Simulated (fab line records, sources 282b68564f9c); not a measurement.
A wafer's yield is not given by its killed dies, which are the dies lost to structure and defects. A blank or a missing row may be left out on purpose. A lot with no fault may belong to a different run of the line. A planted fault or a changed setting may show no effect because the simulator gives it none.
fab line records / flow ritCmos
record: lots: 5 wafers: 15 lastDay: 7
route steps=202 shown NWELL@30 PWELL@39 WELLDRIVE@50 M1@202
lots that met no fault: taken from a fault-free run of the same line
startH: start of the lot's first displayed wafer, in hours after the record's first day / waitH: hours from the lot's prior step to this one / " as in the row above / L1.1+2: a row that stands for several wafers / - either no value or no given start / * or withheld: withheld / < > ~ a bound
route shown NAME@n: NAME is a module with steps in the file, n the number in the route of the first one / usual: average and standard deviation across the fault-free wafers / same: alike in all rows / chamber/n: place in a boat / sites: each site's reading / _std_site: the standard deviation of these / _edge_site: the outer-site mean with the inner-site mean subtracted / radiusMm: how far each site lies from the wafer's centre / mask NAME#n: copy n / behind: the last tool/chamber to shape the wafer / hold: why the lot was held/for how many hours/how that ended / device: whichever transistor did not switch (one of n, p or np) / end of line: the same wafers' tests at the end of the route / for a step that has no rows: nothing shown but its recipe / killed: count of dies lost to structure and defects at first sort (not the wafer's yield) / map: a wafer's dies, x killed, . not, _ none there
set.NAME: the setting the step ran with; set.NAME@STEP: the setting that earlier step ran with / model.NAME: the simulator's own value behind a step, which no gauge read
certain route steps with their lots: each step a table, each wafer a row
services: a tool's chamber out of use, with start hour (startH, from the record's first day; less than 0 if before it), hours out, and reason
== steps ==
step: RIT_NWELL_SOFTBAKE_02
recipe: resist: NOVOLAK tempC: 90 timeS: 60
step: RIT_NWELL_EXPOSE_03
recipe: maskId: M2 na: 0.57 targetCdNm: 43900 doseMj: 250
step: RIT_NWELL_PEB_04
recipe: resist: NOVOLAK tempC: withheld timeS: withheld
step: RIT_NWELL_DEVELOP_05
recipe: resist: NOVOLAK developTimeS: 68 devTempC: 23
step: RIT_NWELL_OVL_MEAS_06
usual: NWELL_OVL: -0.5/1.3
lot.wafer=L951.2 tool=overlay-01 chamber=- startH=33.46 waitH=- NWELL_OVL[nm]=1.5
lot.wafer=L951.4 tool=overlay-01 chamber=- startH=33.46 waitH=- NWELL_OVL[nm]=1.3
lot.wafer=L951.5 tool=overlay-01 chamber=- startH=33.46 waitH=- NWELL_OVL[nm]=-0.5
lot.wafer=L954.2 tool=overlay-02 chamber=- startH=41.71 waitH=- NWELL_OVL[nm]=1.9
lot.wafer=L954.3 tool=overlay-02 chamber=- startH=41.71 waitH=- NWELL_OVL[nm]=1.7
lot.wafer=L954.4 tool=overlay-02 chamber=- startH=41.71 waitH=- NWELL_OVL[nm]=0.9
lot.wafer=L961.1 tool=overlay-02 chamber=- startH=81.16 waitH=- NWELL_OVL[nm]=1.0
lot.wafer=L961.2 tool=overlay-02 chamber=- startH=81.16 waitH=- NWELL_OVL[nm]=-0.1
lot.wafer=L961.6 tool=overlay-02 chamber=- startH=81.16 waitH=- NWELL_OVL[nm]=-0.6
lot.wafer=L962.3 tool=overlay-02 chamber=- startH=85.88 waitH=- NWELL_OVL[nm]=-1.1
lot.wafer=L962.4 tool=overlay-02 chamber=- startH=85.88 waitH=- NWELL_OVL[nm]=-2.8
lot.wafer=L962.6 tool=overlay-02 chamber=- startH=85.88 waitH=- NWELL_OVL[nm]=-2.8
lot.wafer=L971.1 tool=overlay-01 chamber=- startH=125.93 waitH=- NWELL_OVL[nm]=-1.9
lot.wafer=L971.5 tool=overlay-01 chamber=- startH=125.93 waitH=- NWELL_OVL[nm]=-1.9
lot.wafer=L971.6 tool=overlay-01 chamber=- startH=125.93 waitH=- NWELL_OVL[nm]=-1.5
step: RIT_NWELL_HARDBAKE_07
recipe: resist: NOVOLAK tempC: 139.2 timeS: 120
step: RIT_NWELL_IMPLANT_08
recipe: species: P energyKev: 170 doseCm2: 5e+13 tiltDeg: 7
step: RIT_NWELL_STRIP_09
recipe: chemistry: O2 timeS: 180 resist: NOVOLAK platenTempC: withheld powerW: 500 pressureMtorr: 4000 o2FlowSccm: 4000
usual: drypumpMotorCurrentA: 5.5/0.41
lot.wafer=L951.2 tool=plasmaAsher-02 chamber=0 startH=33.90 waitH=0.1 drypumpMotorCurrentA=5.3 rfHoursCounterH=36
lot.wafer=L951.4 tool=plasmaAsher-02 chamber=0 startH=33.90 waitH=0.1 drypumpMotorCurrentA=5.3 rfHoursCounterH=-
lot.wafer=L951.5 tool=plasmaAsher-02 chamber=0 startH=33.90 waitH=0.1 drypumpMotorCurrentA=5.3 rfHoursCounterH=-
lot.wafer=L954.2 tool=plasmaAsher-02 chamber=1 startH=42.37 waitH=0.1 drypumpMotorCurrentA=6.1 rfHoursCounterH=37
lot.wafer=L954.3 tool=plasmaAsher-02 chamber=1 startH=42.37 waitH=0.1 drypumpMotorCurrentA=6.1 rfHoursCounterH=-
lot.wafer=L954.4 tool=plasmaAsher-02 chamber=0 startH=42.37 waitH=0.1 drypumpMotorCurrentA=5.3 rfHoursCounterH=-
lot.wafer=L961.1 tool=plasmaAsher-04 chamber=0 startH=81.60 waitH=0.1 drypumpMotorCurrentA=5.7 rfHoursCounterH=31
lot.wafer=L961.2 tool=plasmaAsher-04 chamber=1 startH=81.60 waitH=0.1 drypumpMotorCurrentA=5.2 rfHoursCounterH=31
lot.wafer=L961.6 tool=plasmaAsher-04 chamber=0 startH=81.60 waitH=0.1 drypumpMotorCurrentA=5.8 rfHoursCounterH=-
lot.wafer=L962.3 tool=plasmaAsher-02 chamber=1 startH=86.37 waitH=0.1 drypumpMotorCurrentA=6.1 rfHoursCounterH=-
lot.wafer=L962.4 tool=plasmaAsher-02 chamber=0 startH=86.37 waitH=0.1 drypumpMotorCurrentA=5.3 rfHoursCounterH=-
lot.wafer=L962.6 tool=plasmaAsher-02 chamber=0 startH=86.37 waitH=0.1 drypumpMotorCurrentA=5.3 rfHoursCounterH=-
lot.wafer=L971.1 tool=plasmaAsher-02 chamber=1 startH=126.37 waitH=0.1 drypumpMotorCurrentA=6.2 rfHoursCounterH=1
lot.wafer=L971.5 tool=plasmaAsher-02 chamber=1 startH=126.37 waitH=0.1 drypumpMotorCurrentA=6.1 rfHoursCounterH=-
lot.wafer=L971.6 tool=plasmaAsher-02 chamber=0 startH=126.37 waitH=0.1 drypumpMotorCurrentA=5.3 rfHoursCounterH=-
step: RIT_NWELL_TW_MEAS_10
usual: NWELL_TW: 2150/25
lot.wafer=L951.2 tool=filmMetro-03 chamber=- startH=34.08 waitH=0.1 NWELL_TW=2159
lot.wafer=L951.4 tool=filmMetro-03 chamber=- startH=34.08 waitH=0.1 NWELL_TW=2182
lot.wafer=L951.5 tool=filmMetro-03 chamber=- startH=34.08 waitH=0.1 NWELL_TW=2159
lot.wafer=L954.2 tool=filmMetro-03 chamber=- startH=42.56 waitH=0.1 NWELL_TW=2179
lot.wafer=L954.3 tool=filmMetro-03 chamber=- startH=42.56 waitH=0.1 NWELL_TW=2166
lot.wafer=L954.4 tool=filmMetro-03 chamber=- startH=42.56 waitH=0.1 NWELL_TW=2181
lot.wafer=L961.1 tool=filmMetro-03 chamber=- startH=81.77 waitH=0.1 NWELL_TW=2173
lot.wafer=L961.2 tool=filmMetro-03 chamber=- startH=81.77 waitH=0.1 NWELL_TW=2168
lot.wafer=L961.6 tool=filmMetro-03 chamber=- startH=81.77 waitH=0.1 NWELL_TW=2156
lot.wafer=L962.3 tool=filmMetro-02 chamber=- startH=86.50 waitH=0.1 NWELL_TW=2115
lot.wafer=L962.4 tool=filmMetro-02 chamber=- startH=86.50 waitH=0.1 NWELL_TW=2111
lot.wafer=L962.6 tool=filmMetro-02 chamber=- startH=86.50 waitH=0.1 NWELL_TW=2110
lot.wafer=L971.1 tool=filmMetro-02 chamber=- startH=126.54 waitH=0.1 NWELL_TW=2112
lot.wafer=L971.5 tool=filmMetro-02 chamber=- startH=126.54 waitH=0.1 NWELL_TW=2108
lot.wafer=L971.6 tool=filmMetro-02 chamber=- startH=126.54 waitH=0.1 NWELL_TW=2124
step: RIT_PWELL_HMDS_00
recipe: primeTimeS: 60 primeTempC: 140
step: RIT_PWELL_COAT_01
recipe: resist: NOVOLAK spinRpm: 2000 resistThkNm: 1300
step: RIT_PWELL_SOFTBAKE_02
recipe: resist: NOVOLAK tempC: 90 timeS: 60
step: RIT_PWELL_EXPOSE_03
recipe: maskId: M3 na: 0.57 targetCdNm: 43700 doseMj: 250
lot.wafer=L951.2+4+5 tool=ilineStepper-01 chamber=0 startH=34.72 waitH=0.2 mask=M3#0
lot.wafer=L954.2+3+4 tool=ilineStepper-02 chamber=0 startH=43.28 waitH=0.2 mask=M3#0
lot.wafer=L961.1+2+6 tool=ilineStepper-01 chamber=0 startH=82.41 waitH=0.2 mask=M2#0
lot.wafer=L962.3+4+6 tool=ilineStepper-02 chamber=0 startH=87.16 waitH=0.2 mask=M3#0
lot.wafer=L971.1+5+6 tool=ilineStepper-01 chamber=0 startH=127.05 waitH=0.1 mask=M3#0
step: RIT_PWELL_PEB_04
recipe: resist: NOVOLAK tempC: withheld timeS: withheld
step: RIT_PWELL_DEVELOP_05
recipe: resist: NOVOLAK developTimeS: 68 devTempC: 23
step: RIT_PWELL_OVL_MEAS_06
usual: PWELL_OVL: -0.1/1.3
lot.wafer=L951.2 tool=overlay-01 chamber=- startH=35.14 waitH=- PWELL_OVL[nm]=0.8
lot.wafer=L951.4 tool=overlay-01 chamber=- startH=35.14 waitH=- PWELL_OVL[nm]=0.3
lot.wafer=L951.5 tool=overlay-01 chamber=- startH=35.14 waitH=- PWELL_OVL[nm]=1.3
lot.wafer=L954.2 tool=overlay-01 chamber=- startH=43.69 waitH=- PWELL_OVL[nm]=-0.5
lot.wafer=L954.3 tool=overlay-01 chamber=- startH=43.69 waitH=- PWELL_OVL[nm]=-0.7
lot.wafer=L954.4 tool=overlay-01 chamber=- startH=43.69 waitH=- PWELL_OVL[nm]=-0.3
lot.wafer=L961.1 tool=overlay-02 chamber=- startH=82.84 waitH=- PWELL_OVL[nm]=-
lot.wafer=L961.2 tool=overlay-02 chamber=- startH=82.84 waitH=- PWELL_OVL[nm]=-
lot.wafer=L961.6 tool=overlay-02 chamber=- startH=82.84 waitH=- PWELL_OVL[nm]=-
lot.wafer=L962.3 tool=overlay-02 chamber=- startH=87.56 waitH=- PWELL_OVL[nm]=0.9
lot.wafer=L962.4 tool=overlay-02 chamber=- startH=87.56 waitH=- PWELL_OVL[nm]=3.0
lot.wafer=L962.6 tool=overlay-02 chamber=- startH=87.56 waitH=- PWELL_OVL[nm]=1.1
lot.wafer=L971.1 tool=overlay-01 chamber=- startH=127.48 waitH=- PWELL_OVL[nm]=-1.4
lot.wafer=L971.5 tool=overlay-01 chamber=- startH=127.48 waitH=- PWELL_OVL[nm]=-0.2
lot.wafer=L971.6 tool=overlay-01 chamber=- startH=127.48 waitH=- PWELL_OVL[nm]=-2.9
step: RIT_PWELL_HARDBAKE_07
recipe: resist: NOVOLAK tempC: 140 timeS: 120
step: RIT_PWELL_IMPLANT_08
recipe: species: B energyKev: 169 doseCm2: 7e+13 tiltDeg: 7
step: RIT_PWELL_STRIP_09
recipe: chemistry: O2 timeS: 180 resist: NOVOLAK platenTempC: withheld powerW: 500 pressureMtorr: 4000 o2FlowSccm: 4000
usual: drypumpMotorCurrentA: 5.6/0.35
lot.wafer=L951.2 tool=plasmaAsher-02 chamber=0 startH=35.57 waitH=0.1 drypumpMotorCurrentA=5.3 rfHoursCounterH=37
lot.wafer=L951.4 tool=plasmaAsher-02 chamber=0 startH=35.57 waitH=0.1 drypumpMotorCurrentA=5.3 rfHoursCounterH=-
lot.wafer=L951.5 tool=plasmaAsher-02 chamber=1 startH=35.57 waitH=0.1 drypumpMotorCurrentA=6.1 rfHoursCounterH=-
lot.wafer=L954.2 tool=plasmaAsher-04 chamber=0 startH=44.12 waitH=0.1 drypumpMotorCurrentA=5.8 rfHoursCounterH=26
lot.wafer=L954.3 tool=plasmaAsher-04 chamber=1 startH=44.12 waitH=0.1 drypumpMotorCurrentA=5.2 rfHoursCounterH=-
lot.wafer=L954.4 tool=plasmaAsher-04 chamber=0 startH=44.12 waitH=0.1 drypumpMotorCurrentA=5.8 rfHoursCounterH=-
lot.wafer=L961.1 tool=plasmaAsher-03 chamber=0 startH=83.27 waitH=0.1 drypumpMotorCurrentA=5.5 rfHoursCounterH=43
lot.wafer=L961.2 tool=plasmaAsher-03 chamber=1 startH=83.27 waitH=0.1 drypumpMotorCurrentA=6.0 rfHoursCounterH=43
lot.wafer=L961.6 tool=plasmaAsher-03 chamber=0 startH=83.27 waitH=0.1 drypumpMotorCurrentA=5.5 rfHoursCounterH=-
lot.wafer=L962.3 tool=plasmaAsher-04 chamber=1 startH=88.04 waitH=0.1 drypumpMotorCurrentA=5.2 rfHoursCounterH=-
lot.wafer=L962.4 tool=plasmaAsher-04 chamber=0 startH=88.04 waitH=0.1 drypumpMotorCurrentA=5.8 rfHoursCounterH=-
lot.wafer=L962.6 tool=plasmaAsher-04 chamber=1 startH=88.04 waitH=0.1 drypumpMotorCurrentA=5.2 rfHoursCounterH=-
lot.wafer=L971.1 tool=plasmaAsher-02 chamber=1 startH=127.92 waitH=0.1 drypumpMotorCurrentA=6.1 rfHoursCounterH=1
lot.wafer=L971.5 tool=plasmaAsher-02 chamber=0 startH=127.92 waitH=0.1 drypumpMotorCurrentA=5.3 rfHoursCounterH=-
lot.wafer=L971.6 tool=plasmaAsher-02 chamber=1 startH=127.92 waitH=0.1 drypumpMotorCurrentA=6.1 rfHoursCounterH=-
step: RIT_PWELL_TW_MEAS_10
usual: PWELL_TW: 955/11
lot.wafer=L951.2 tool=filmMetro-02 chamber=- startH=35.76 waitH=0.1 PWELL_TW=940
lot.wafer=L951.4 tool=filmMetro-02 chamber=- startH=35.76 waitH=0.1 PWELL_TW=939
lot.wafer=L951.5 tool=filmMetro-02 chamber=- startH=35.76 waitH=0.1 PWELL_TW=936
lot.wafer=L954.2 tool=filmMetro-01 chamber=- startH=44.31 waitH=0.1 PWELL_TW=960
lot.wafer=L954.3 tool=filmMetro-01 chamber=- startH=44.31 waitH=0.1 PWELL_TW=964
lot.wafer=L954.4 tool=filmMetro-01 chamber=- startH=44.31 waitH=0.1 PWELL_TW=959
lot.wafer=L961.1 tool=filmMetro-01 chamber=- startH=83.45 waitH=0.1 PWELL_TW=30
lot.wafer=L961.2 tool=filmMetro-01 chamber=- startH=83.45 waitH=0.1 PWELL_TW=30
lot.wafer=L961.6 tool=filmMetro-01 chamber=- startH=83.45 waitH=0.1 PWELL_TW=30
lot.wafer=L962.3 tool=filmMetro-01 chamber=- startH=88.18 waitH=0.1 PWELL_TW=960
lot.wafer=L962.4 tool=filmMetro-01 chamber=- startH=88.18 waitH=0.1 PWELL_TW=964
lot.wafer=L962.6 tool=filmMetro-01 chamber=- startH=88.18 waitH=0.1 PWELL_TW=964
lot.wafer=L971.1 tool=filmMetro-01 chamber=- startH=128.09 waitH=0.1 PWELL_TW=955
lot.wafer=L971.5 tool=filmMetro-01 chamber=- startH=128.09 waitH=0.1 PWELL_TW=953
lot.wafer=L971.6 tool=filmMetro-01 chamber=- startH=128.09 waitH=0.1 PWELL_TW=953
step: RIT_WELLDRIVE_ANNEAL_00
recipe: tempC: 1100 timeS: 14700 ambient: N2
step: RIT_M1_PROBE_99
usual: killedAtContacts: 0.1/0.27 killedAtFrontEnd: 7/3.3 killedDies: 7/3.3 killedOnRim: 2.0/1.5 killedOpen: 3.5/2 killedShort: 3.8/2.2
same: grossDies: 264 killed_at_M0_to_M3: 0 killed_at_M4_up: 0 killedAtBackSide: 0 killedAtOther: 0
lot.wafer=L951.2 tool=prober-01 chamber=- startH=74.09 waitH=0.1 killedAtContacts=0 killedAtFrontEnd=9 killedDies=9 killedOnRim=2 killedOpen=5 killedShort=4
lot.wafer=L951.4 tool=prober-01 chamber=- startH=74.19 waitH=0.2 killedAtContacts=0 killedAtFrontEnd=3 killedDies=3 killedOnRim=1 killedOpen=1 killedShort=2
lot.wafer=L951.5 tool=prober-01 chamber=- startH=74.24 waitH=0.2 killedAtContacts=1 killedAtFrontEnd=9 killedDies=10 killedOnRim=5 killedOpen=5 killedShort=4
lot.wafer=L954.2 tool=prober-02 chamber=- startH=81.32 waitH=0.1 killedAtContacts=0 killedAtFrontEnd=4 killedDies=4 killedOnRim=2 killedOpen=2 killedShort=2
lot.wafer=L954.3 tool=prober-02 chamber=- startH=81.37 waitH=0.2 killedAtContacts=0 killedAtFrontEnd=6 killedDies=6 killedOnRim=2 killedOpen=6 killedShort=0
lot.wafer=L954.4 tool=prober-02 chamber=- startH=81.42 waitH=0.2 killedAtContacts=0 killedAtFrontEnd=10 killedDies=10 killedOnRim=2 killedOpen=6 killedShort=4
lot.wafer=L961.1 tool=prober-01 chamber=- startH=123.00 waitH=0.1 killedAtContacts=0 killedAtFrontEnd=264 killedDies=264 killedOnRim=70 killedOpen=4 killedShort=5
lot.wafer=L961.2 tool=prober-01 chamber=- startH=123.05 waitH=0.1 killedAtContacts=1 killedAtFrontEnd=263 killedDies=264 killedOnRim=70 killedOpen=3 killedShort=3
lot.wafer=L961.6 tool=prober-01 chamber=- startH=123.25 waitH=0.2 killedAtContacts=0 killedAtFrontEnd=264 killedDies=264 killedOnRim=70 killedOpen=2 killedShort=5
lot.wafer=L971.1 tool=prober-01 chamber=- startH=164.17 waitH=0.1 killedAtContacts=0 killedAtFrontEnd=7 killedDies=7 killedOnRim=1 killedOpen=2 killedShort=5
lot.wafer=L971.5 tool=prober-01 chamber=- startH=164.37 waitH=0.2 killedAtContacts=0 killedAtFrontEnd=10 killedDies=10 killedOnRim=2 killedOpen=4 killedShort=6
lot.wafer=L971.6 tool=prober-01 chamber=- startH=164.42 waitH=0.2 killedAtContacts=0 killedAtFrontEnd=9 killedDies=9 killedOnRim=2 killedOpen=4 killedShort=5
killed by level:class
L951.2 GATE:geometricParticle:open=2 SILICIDE:geometricParticle:short=2 FOX1:geometricParticle:open=1 GATE:geometricParticle:short=1 REOX:geometricParticle:short=1 SPACER:geometricParticle:open=1 SILICIDE:geometricParticle:open=1
L951.4 FOX1:geometricParticle:short=1 GATE:geometricParticle:open=1 REOX:geometricParticle:short=1
L951.5 FOX1:geometricParticle:short=2 GATE:geometricParticle:open=2 FOX1:geometricParticle:open=1 REOX:geometricParticle:short=1 REOX:geometricParticle:open=1 SILICIDE:geometricParticle:open=1 CONTACT:geometricParticle:short=1 GATE:coatMicrobubblePrinted=1
L954.2 SPACER:geometricParticle:open=2 GATE:geometricParticle:short=1 SPACER:geometricParticle:short=1
L954.3 GATE:geometricParticle:open=2 REOX:geometricParticle:open=2 FOX2:geometricParticle:open=1 SILICIDE:geometricParticle:open=1
L954.4 SILICIDE:geometricParticle:short=2 SILICIDE:geometricParticle:open=2 FOX1:geometricParticle:short=1 FOX2:geometricParticle:open=1 GATE:geometricParticle:open=1 GATE:geometricParticle:short=1 REOX:geometricParticle:open=1 SPACER:geometricParticle:open=1
L961.1 PWELL:areaExpose=255 SILICIDE:geometricParticle:short=4 FOX1:geometricParticle:open=2 GATE:geometricParticle:open=1 SPACER:geometricParticle:short=1 SILICIDE:geometricParticle:open=1
L961.2 PWELL:areaExpose=258 GATE:geometricParticle:short=2 FOX1:geometricParticle:open=1 SPACER:geometricParticle:open=1 SILICIDE:geometricParticle:short=1 CONTACT:geometricParticle:open=1
L961.6 PWELL:areaExpose=257 FOX1:geometricParticle:short=2 FOX1:geometricParticle:open=1 FOX2:geometricParticle:short=1 REOX:geometricParticle:short=1 SILICIDE:geometricParticle:open=1 SILICIDE:geometricParticle:short=1
L971.1 GATE:geometricParticle:short=3 GATE:geometricParticle:open=2 ACTIVE:geometricParticle:short=1 FOX1:geometricParticle:short=1
L971.5 REOX:geometricParticle:short=3 ACTIVE:geometricParticle:open=1 FOX1:geometricParticle:short=1 GATE:geometricParticle:short=1 REOX:geometricParticle:open=1 SPACER:geometricParticle:open=1 SILICIDE:geometricParticle:open=1 SILICIDE:geometricParticle:short=1
L971.6 GATE:geometricParticle:open=2 SPACER:geometricParticle:short=2 SPACER:geometricParticle:open=2 FOX1:geometricParticle:short=1 GATE:geometricParticle:short=1 REOX:geometricParticle:short=1
map L961.1 (x killed, . not)
________xxxxxxx_______
_____xxxxxxxxxxxxx____
____xxxxxxxxxxxxxxx___
___xxxxxxxxxxxxxxxxx__
__xxxxxxxxxxxxxxxxxxx_
__xxxxxxxxxxxxxxxxxxx_
_xxxxxxxxxxxxxxxxxxxxx
_xxxxxxxxxxxxxxxxxxxxx
_xxxxxxxxxxxxxxxxxxxxx
_xxxxxxxxxxxxxxxxxxxxx
__xxxxxxxxxxxxxxxxxxx_
__xxxxxxxxxxxxxxxxxxx_
___xxxxxxxxxxxxxxxxx__
____xxxxxxxxxxxxxxx___
_____xxxxxxxxxxxxx____
________xxxxxxx_______
map L951.5 (x killed, . not)
________.x..x.._______
_____.............____
____...............___
___x.....x..........__
__..................._
__..................._
_.....................
_.....................
_...............x...x.
_.....................
__..................._
__x.....x............_
___x....x...........__
____...............___
_____.............____
________......._______
== services ==
tool=plasmaAsher-03 chamber=- startH=45.49 hours=2.8 kind=repair
tool=ilineStepper-01 chamber=- startH=49.53 hours=1.7 kind=pm
tool=ilineStepper-01 chamber=- startH=71.82 hours=3.2 kind=repair
tool=plasmaAsher-03 chamber=- startH=78.11 hours=4.9 kind=repair
tool=ilineStepper-01 chamber=- startH=94.47 hours=6.9 kind=repair
tool=plasmaAsher-02 chamber=- startH=108.75 hours=9.0 kind=pm
tool=plasmaAsher-02 chamber=0 startH=108.75 hours=9.0 kind=ventCycle
tool=plasmaAsher-02 chamber=1 startH=108.75 hours=9.0 kind=ventCycle
tool=plasmaAsher-02 chamber=0 startH=117.75 hours=- kind=clean
tool=plasmaAsher-02 chamber=1 startH=117.75 hours=- kind=clean
== key ==
firstSign: step: RIT_PWELL_EXPOSE_03 reading: mask direction: changed
effect: step: RIT_PWELL_OVL_MEAS_06 reading: PWELL_OVL direction: missing
effect: step: RIT_PWELL_TW_MEAS_10 reading: PWELL_TW direction: down sigmas: 84 usual: 955 struck: 30
effect: step: RIT_M1_PROBE_99 reading: killedAtFrontEnd direction: up sigmas: 77 usual: 7 struck: 264
moreKillsBornAt: RIT_PWELL_EXPOSE_03@ilineStepper-01: 770
metAt RIT_PWELL_EXPOSE_03
struckWafers L961.1,L961.2,L961.6
testerLeftOut L961
onsetBetween 34.72 82.41
fault: kind: wrongMask tool: any chamber: - onsetH: 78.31 steps: RIT_PWELL_EXPOSE_03 auxCopy: M2#0 scope: struckLotsOnly
testerLeftOut: of these lots the tester's yield and bins aren't shown, on N5 and GAA mostly nor the transistor test; their killed dies are dies lost to structure and defects alone, not to doping, threshold or leakage, so they don't give the yield
